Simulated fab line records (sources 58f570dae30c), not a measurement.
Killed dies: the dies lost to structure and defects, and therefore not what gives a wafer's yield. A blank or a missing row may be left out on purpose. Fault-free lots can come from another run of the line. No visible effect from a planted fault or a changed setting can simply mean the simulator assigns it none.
Matching of chambers / flow berkeley_cmos170 / rie_diel-04 running UCB170_V1_ETCH_14: 4 sister chambers
The step etches SiO2 in CHF3/CF4/Ar, stops on Al, target depth 1250 nm, time 291 s. 4 wafers are shown with their chamber, then 7 later ones without.

== WAFERS PAIRED WITH THEIR CHAMBERS ==
wafer=L397.1; chamber=1; throttle_valve_pct (%)=6.78
wafer=L401.3; chamber=2; throttle_valve_pct (%)=6.83
wafer=L401.5; chamber=3; throttle_valve_pct (%)=7.07
wafer=L401.6; chamber=0; throttle_valve_pct (%)=7.14

== WAFERS MISSING THEIR CHAMBER ==
wafer=L402.4; throttle_valve_pct (%)=7.06
wafer=L402.5; throttle_valve_pct (%)=6.82
wafer=L402.6; throttle_valve_pct (%)=6.78
wafer=L405.4; throttle_valve_pct (%)=7.14
wafer=L405.5; throttle_valve_pct (%)=6.80
wafer=L408.1; throttle_valve_pct (%)=7.14
wafer=L408.4; throttle_valve_pct (%)=7.07

== WHICH CHAMBER EACH WENT THROUGH ==
wafer=L402.4; from the rows above=3; in truth=3
wafer=L402.5; from the rows above=2; in truth=2
wafer=L402.6; from the rows above=1; in truth=1
wafer=L405.4; from the rows above=0; in truth=0
wafer=L405.5; from the rows above=can't be placed: 1 or 2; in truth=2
wafer=L408.1; from the rows above=0; in truth=0
wafer=L408.4; from the rows above=3; in truth=3
Placed correctly: 6 of 7. Can't be placed from these rows: 1 (the true chamber is among the candidates in 1). Wrongly placed: 0.
How it was worked out, from the rows above alone: a wafer's distance from a chamber is the root of the sum, over the readings, of the square of ((its reading less the chamber's mean) divided by the reading's scatter). The wafer belongs to the nearest chamber; if the next one is less than 2 further off, it can't be placed. The mean given for a chamber averages the wafers shown for that chamber. The scatter (one wafer shown for each chamber): square how far every hidden wafer sits from the nearest shown wafer, average those squares and take the square root.
